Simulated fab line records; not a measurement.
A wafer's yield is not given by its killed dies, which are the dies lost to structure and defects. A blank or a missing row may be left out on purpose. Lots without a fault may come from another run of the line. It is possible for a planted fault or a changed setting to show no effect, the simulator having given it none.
fab line records	flow rit-cmos
record lots=6	wafers=18	last-day=7
route steps=202 shown ACTIVE@5 M1@202
lots that met no fault: from a run of the same line without faults
start-h: hours from the record's opening day to when the first of the lot's shown wafers began	wait-h: time in hours since the lot's previous step	" identical to the entry in the row above	L1.1+2: one row covering several wafers at once	- no value present, or no start provided	* or withheld: withheld	< > ~ a bound
route shown NAME@n: a module of which the file shows steps, and the number in the route of the first	usual: average and standard deviation across the fault-free wafers	same: alike in all rows	chamber/n: place in a boat	sites: per-site readings	_std_site: how widely they spread, as a standard deviation	_edge_site: outer sites' mean less inner sites'	radius-mm: for every site, how far away it sits from the centre of the wafer	mask NAME#n: copy n	behind: the most recent tool/chamber to have shaped the wafer	hold: why the lot was held/for how many hours/how that ended	device: transistor that didn't switch, given as n, p or np	end of line: at the end of the route, the tests of the same wafers	for a step that has no rows: nothing shown but its recipe	killed: at the first sort, the dies lost to defects and structure; wafer yield is something else	map: dies across one wafer; x = killed, . = not, _ = none there
set.NAME: the setting as run; set.NAME@STEP: as run at that earlier step	model.NAME: the simulator's own value behind a step, which no gauge read
lots at selected steps of the route; one table per step, one row per wafer
services: the hour from which a tool's chamber was out of use, counted from the record's first day as start-h (under 0 if before that day), plus the number of hours and why
## steps
# step RIT_ACTIVE_THK_MEAS_04
# recipe reads=Si3N4_of_ACTIVE_CVD_03
# usual ACTIVE_NITRIDE_THK=149.5/1.6
lot.wafer	tool	chamber	start-h	wait-h	ACTIVE_NITRIDE_THK[nm]
L432.3	film-metro-02	-	21.79	0.0	150.4
L432.4	"	-	"	"	152.7
L432.6	"	-	"	"	151.6
L435.2	film-metro-01	-	36.39	0.0	148.8
L435.3	"	-	"	"	149.1
L435.5	"	-	"	"	149.1
L436.2	film-metro-02	-	39.96	0.0	152.1
L436.4	"	-	"	"	151.4
L436.6	"	-	"	"	152.9
L445.1	film-metro-04	-	84.54	0.0	146.8
L445.2	"	-	"	"	148.3
L445.4	"	-	"	"	148.2
L448.2	film-metro-02	-	100.12	0.0	146.3
L448.3	"	-	"	"	148.3
L448.5	"	-	"	"	146.3
L453.1	film-metro-01	-	124.08	0.0	149.0
L453.2	"	-	"	"	149.6
L453.6	"	-	"	"	148.1
# step RIT_ACTIVE_HMDS_05
# recipe prime-time-s=60	prime-temp-c=140
# step RIT_ACTIVE_COAT_06
# recipe resist=NOVOLAK	spin-rpm=3250	resist-thk-nm=1000
# step RIT_ACTIVE_SOFTBAKE_07
# recipe resist=NOVOLAK	temp-c=90	time-s=60
# step RIT_ACTIVE_EXPOSE_08
# recipe mask-id=M1	na=0.6	source-shape=conventional	sigma-outer=0.6	target-cd-nm=1400	dose-mj=225
# step RIT_ACTIVE_PEB_09
# recipe resist=NOVOLAK	temp-c=withheld	time-s=withheld
# step RIT_ACTIVE_DEVELOP_10
# recipe resist=NOVOLAK	develop-time-s=50	dev-temp-c=23
# step RIT_ACTIVE_CD_MEAS_11
# recipe target-cd-nm=1400
# usual cd-nm=1399.7/1.8
lot.wafer	tool	chamber	start-h	wait-h	cd-nm
L432.3	cd-sem-02	-	22.72	-	1398.6
L432.4	"	-	"	"	1397.7
L432.6	"	-	"	"	1398.2
L435.2	cd-sem-01	-	37.31	-	1399.8
L435.3	"	-	"	"	1397.2
L435.5	"	-	"	"	1399.9
L436.2	cd-sem-02	-	40.95	-	1397.0
L436.4	"	-	"	"	1399.5
L436.6	"	-	"	"	1400.0
L445.1	cd-sem-02	-	85.45	-	1399.2
L445.2	"	-	"	"	1398.1
L445.4	"	-	"	"	1396.8
L448.2	cd-sem-02	-	101.04	-	1403.4
L448.3	"	-	"	"	1402.5
L448.5	"	-	"	"	1400.3
L453.1	cd-sem-02	-	125.12	-	1399.5
L453.2	"	-	"	"	1397.3
L453.6	"	-	"	"	1398.4
# step RIT_ACTIVE_HARDBAKE_12
# recipe resist=NOVOLAK	temp-c=140	time-s=60
# step RIT_ACTIVE_ETCH_13
# recipe stop-on=SiO2	chemistry=SF6	target=Si3N4	time-s=210	over-etch-frac=0.4	SF6_flow_sccm=200	pressure-mtorr=260	rf-w=125	target-depth-a=2100
# usual drypump-motor-current-A=5.4/0.45	oes-product-au=0.816/0.017	throttle-valve-pct=7.48/0.098
lot.wafer	tool	chamber	start-h	wait-h	drypump-motor-current-A	oes-product-au	rf-hours-counter-h	throttle-valve-pct
L432.3	rie-diel-01	3	22.95	0.1	5.1	0.805	3	7.47
L432.4	"	2	"	"	4.8	0.815	45	7.54
L432.6	"	0	"	"	5.2	0.847	-	7.43
L435.2	rie-diel-03	3	37.56	0.1	5.2	0.801	5	7.50
L435.3	"	1	"	"	5.5	0.836	94	7.33
L435.5	"	0	"	"	5.9	0.794	-	7.58
L436.2	rie-diel-01	0	41.24	0.1	5.2	0.849	8	7.46
L436.4	"	3	"	"	5.1	0.812	3	7.44
L436.6	"	2	"	"	4.9	0.821	-	7.52
L445.1	rie-diel-01	0	85.72	0.1	5.2	0.830	9	7.44
L445.2	"	1	"	"	5.6	0.811	115	7.50
L445.4	"	3	"	"	5.1	0.805	4	7.46
L448.2	rie-diel-01	3	101.29	0.1	5.1	0.789	4	7.46
L448.3	"	2	"	"	4.8	0.803	46	7.53
L448.5	"	2	"	"	4.8	0.810	-	7.53
L453.1	rie-diel-02	0	125.44	0.1	5.8	0.799	130	7.75
L453.2	"	3	"	"	6.1	0.833	41	7.51
L453.6	"	0	"	"	5.8	0.790	-	7.75
# step RIT_ACTIVE_STRIP_14
# recipe chemistry=O2	time-s=180	resist=NOVOLAK	platen-temp-c=withheld	power-w=500	pressure-mtorr=4000	o2-flow-sccm=4000
# usual drypump-motor-current-A=5.7/0.52	o2-flow-sccm=3999/12
lot.wafer	tool	chamber	start-h	wait-h	drypump-motor-current-A	o2-flow-sccm	rf-hours-counter-h
L432.3	plasma-asher-01	0	23.15	0.1	5.4	4020	-
L432.4	"	1	"	"	5.5	3990	-
L432.6	"	1	"	"	5.5	3992	-
L435.2	plasma-asher-04	0	37.69	0.1	5.9	3987	40
L435.3	"	0	"	"	5.9	3980	-
L435.5	"	1	"	"	5.0	3984	-
L436.2	plasma-asher-03	1	41.37	0.1	6.4	3991	38
L436.4	"	0	"	"	6.4	4013	-
L436.6	"	0	"	"	6.4	3996	-
L445.1	plasma-asher-01	0	85.85	0.1	5.4	3995	28
L445.2	"	1	"	"	5.6	4021	28
L445.4	"	1	"	"	5.6	4006	-
L448.2	plasma-asher-04	1	101.42	0.1	5.0	4010	48
L448.3	"	1	"	"	5.0	4018	-
L448.5	"	0	"	"	5.9	3984	-
L453.1	plasma-asher-04	0	125.58	0.1	6.0	4017	1
L453.2	"	1	"	"	5.0	3998	1
L453.6	"	1	"	"	5.0	4006	-
# step RIT_ACTIVE_CD_MEAS_90
# recipe target-cd-nm=1400
# usual cd-nm=1399.7/1.8
lot.wafer	tool	chamber	start-h	wait-h	cd-nm
L432.3	cd-sem-02	-	23.30	0.1	1399.0
L432.4	"	-	"	"	1397.6
L432.6	"	-	"	"	1398.2
L435.2	cd-sem-01	-	37.89	0.1	1399.8
L435.3	"	-	"	"	1396.9
L435.5	"	-	"	"	1399.5
L436.2	cd-sem-01	-	41.57	0.1	1397.1
L436.4	"	-	"	"	1399.8
L436.6	"	-	"	"	1399.7
L445.1	cd-sem-01	-	86.03	0.1	1399.1
L445.2	"	-	"	"	1398.6
L445.4	"	-	"	"	1396.5
L448.2	cd-sem-01	-	101.62	0.1	1403.2
L448.3	"	-	"	"	1402.3
L448.5	"	-	"	"	1399.6
L453.1	cd-sem-02	-	125.75	0.1	1399.4
L453.2	"	-	"	"	1397.3
L453.6	"	-	"	"	1398.9
# step RIT_ACTIVE_CLEAN_15
# recipe chemistry=SC1	mix=3:3:50	time-s=600	temp-c=75
# usual bath-guard-temp-C=74.8/0.52	bath-heat-duty-pct=15.3/1.7
lot.wafer	tool	chamber	start-h	wait-h	bath-guard-temp-C	bath-heat-duty-pct
L432.3	wet-bench-03	0	23.38	0.1	74.7	14.7
L432.4	"	0	"	"	74.3	15.8
L432.6	"	0	"	"	74.7	17.7
L435.2	wet-bench-02	1	37.99	0.1	-	-
L435.3	"	1	"	"	-	-
L435.5	"	1	"	"	-	-
L436.2	wet-bench-02	0	41.67	0.1	-	-
L436.4	"	0	"	"	-	-
L436.6	"	0	"	"	-	-
L445.1	wet-bench-01	2	86.15	0.1	73.9	16.5
L445.2	"	2	"	"	74.0	16.1
L445.4	"	2	"	"	74.0	17.1
L448.2	wet-bench-03	3	101.72	0.1	74.2	15.7
L448.3	"	3	"	"	74.1	14.9
L448.5	"	3	"	"	74.2	15.0
L453.1	wet-bench-02	2	125.87	0.1	74.8	15.9
L453.2	"	2	"	"	74.9	13.9
L453.6	"	2	"	"	74.6	15.2
# step RIT_ACTIVE_CLEAN_16
# recipe chemistry=dHF	dilution=50:1	time-s=30
# step RIT_M1_PROBE_99
# usual killed-at-contacts=0.1/0.27	killed-at-front-end=6.5/2.8	killed-dies=6.6/2.8	killed-open=3.5/2	killed-short=3.2/1.8
# same gross-dies=264	killed_at_M0_to_M3=0	killed_at_M4_up=0	killed-at-back-side=0	killed-at-other=0
lot.wafer	tool	chamber	start-h	wait-h	killed-at-contacts	killed-at-front-end	killed-dies	killed-open	killed-short
L432.3	prober-02	-	76.12	0.2	0	11	11	4	7
L432.4	prober-02	-	76.17	0.2	0	9	9	5	4
L432.6	prober-02	-	76.27	0.2	0	13	13	6	7
L435.2	prober-02	-	86.26	0.1	0	7	7	5	2
L435.3	prober-02	-	86.31	0.2	1	4	5	3	2
L435.5	prober-02	-	86.41	0.2	0	4	4	2	2
L436.2	prober-01	-	92.75	0.1	0	5	5	2	3
L436.4	prober-01	-	92.85	0.2	0	8	8	7	1
L436.6	prober-01	-	92.95	0.2	0	7	7	5	2
L445.1	prober-02	-	136.01	0.1	0	6	6	4	2
L445.2	prober-02	-	136.06	0.1	0	3	3	2	1
L445.4	prober-02	-	136.16	0.2	0	7	7	4	3
L448.2	prober-02	-	152.38	0.1	0	5	5	2	3
L448.3	prober-02	-	152.43	0.2	0	4	4	3	1
L448.5	prober-02	-	152.53	0.2	0	11	11	5	6
L453.1	prober-01	-	174.73	0.1	0	6	6	4	2
L453.2	prober-01	-	174.78	0.1	0	10	10	4	6
L453.6	prober-01	-	174.98	0.2	0	6	6	2	4
# killed by level:class
L432.3 GATE:geometric-particle:short=2 SILICIDE:geometric-particle:short=2 FOX1:geometric-particle:short=1 FOX1:geometric-particle:open=1 GATE:geometric-particle:open=1 REOX:geometric-particle:short=1 REOX:geometric-particle:open=1 SPACER:geometric-particle:short=1
L432.4 FOX2:geometric-particle:short=2 FOX2:geometric-particle:open=2 REOX:geometric-particle:short=2 SILICIDE:geometric-particle:open=2 FOX1:geometric-particle:open=1
L432.6 FOX1:geometric-particle:short=3 FOX1:geometric-particle:open=2 GATE:geometric-particle:short=2 GATE:geometric-particle:open=2 REOX:geometric-particle:short=2 REOX:geometric-particle:open=1 SPACER:geometric-particle:open=1
L435.2 SPACER:geometric-particle:open=3 GATE:geometric-particle:short=2 GATE:geometric-particle:open=1 SILICIDE:geometric-particle:open=1
L435.3 GATE:geometric-particle:short=1 REOX:geometric-particle:open=1 SPACER:geometric-particle:short=1 SILICIDE:geometric-particle:open=1 CONTACT:geometric-particle:open=1
L435.5 SILICIDE:geometric-particle:short=2 REOX:geometric-particle:open=1 SPACER:geometric-particle:open=1
L436.2 REOX:geometric-particle:open=2 FOX1:geometric-particle:short=1 GATE:geometric-particle:short=1 SILICIDE:geometric-particle:short=1
L436.4 GATE:geometric-particle:open=3 SPACER:geometric-particle:open=2 FOX1:geometric-particle:open=1 FOX2:geometric-particle:open=1 SPACER:geometric-particle:short=1
L436.6 GATE:geometric-particle:open=2 ACTIVE:geometric-particle:open=1 FOX1:geometric-particle:open=1 GATE:geometric-particle:short=1 REOX:geometric-particle:open=1 SILICIDE:geometric-particle:short=1
L445.1 REOX:geometric-particle:open=2 FOX2:geometric-particle:short=1 GATE:geometric-particle:short=1 GATE:geometric-particle:open=1 SILICIDE:geometric-particle:open=1
L445.2 GATE:geometric-particle:open=2 SILICIDE:geometric-particle:short=1
L445.4 GATE:geometric-particle:open=2 FOX2:geometric-particle:open=1 GATE:geometric-particle:short=1 REOX:geometric-particle:open=1 SPACER:geometric-particle:short=1 SILICIDE:geometric-particle:short=1
L448.2 GATE:geometric-particle:short=2 REOX:geometric-particle:open=2 REOX:geometric-particle:short=1
L448.3 GATE:geometric-particle:open=2 FOX1:geometric-particle:short=1 SPACER:geometric-particle:open=1
L448.5 REOX:geometric-particle:short=3 GATE:geometric-particle:open=2 SILICIDE:geometric-particle:short=2 ACTIVE:geometric-particle:open=1 FOX1:geometric-particle:open=1 FOX2:geometric-particle:open=1 GATE:geometric-particle:short=1
L453.1 FOX1:geometric-particle:open=1 FOX2:geometric-particle:open=1 GATE:geometric-particle:short=1 GATE:geometric-particle:open=1 REOX:geometric-particle:open=1 SPACER:geometric-particle:short=1
L453.2 GATE:geometric-particle:open=3 FOX1:geometric-particle:short=2 GATE:geometric-particle:short=2 FOX2:geometric-particle:short=1 REOX:geometric-particle:short=1 SPACER:geometric-particle:open=1
L453.6 GATE:geometric-particle:short=3 FOX2:geometric-particle:open=2 SILICIDE:geometric-particle:short=1
## services
tool	chamber	start-h	hours	kind
rie-diel-03	0	16.02	7.1	repair
rie-diel-01	-	17.81	1.2	repair
plasma-asher-03	-	19.74	2.1	repair
plasma-asher-01	-	34.36	1.2	repair
wet-bench-01	-	103.50	16.0	repair
plasma-asher-04	-	108.75	9.0	pm
plasma-asher-04	0	108.75	9.0	vent-cycle
plasma-asher-04	1	108.75	9.0	vent-cycle
plasma-asher-04	0	117.75	-	clean
plasma-asher-04	1	117.75	-	clean
## key
first-sign step=RIT_ACTIVE_CLEAN_15	reading=tool-record	direction=missing
effect none on later readings
met-at RIT_ACTIVE_CLEAN_15
struck-wafers L435.2,L435.3,L435.5,L436.2,L436.4,L436.6
tester-left-out L435,L436
fault kind=skipped-step-whole	tool=wet-bench-02	chamber=-	onset-h=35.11	steps=RIT_ACTIVE_CLEAN_15	scope=struck-lots-only
# tester-left-out: of these lots the tester's yield and bins aren't shown, on N5 and GAA mostly nor the transistor test; their killed dies are dies lost to structure and defects alone, not to doping, threshold or leakage, so they don't give the yield
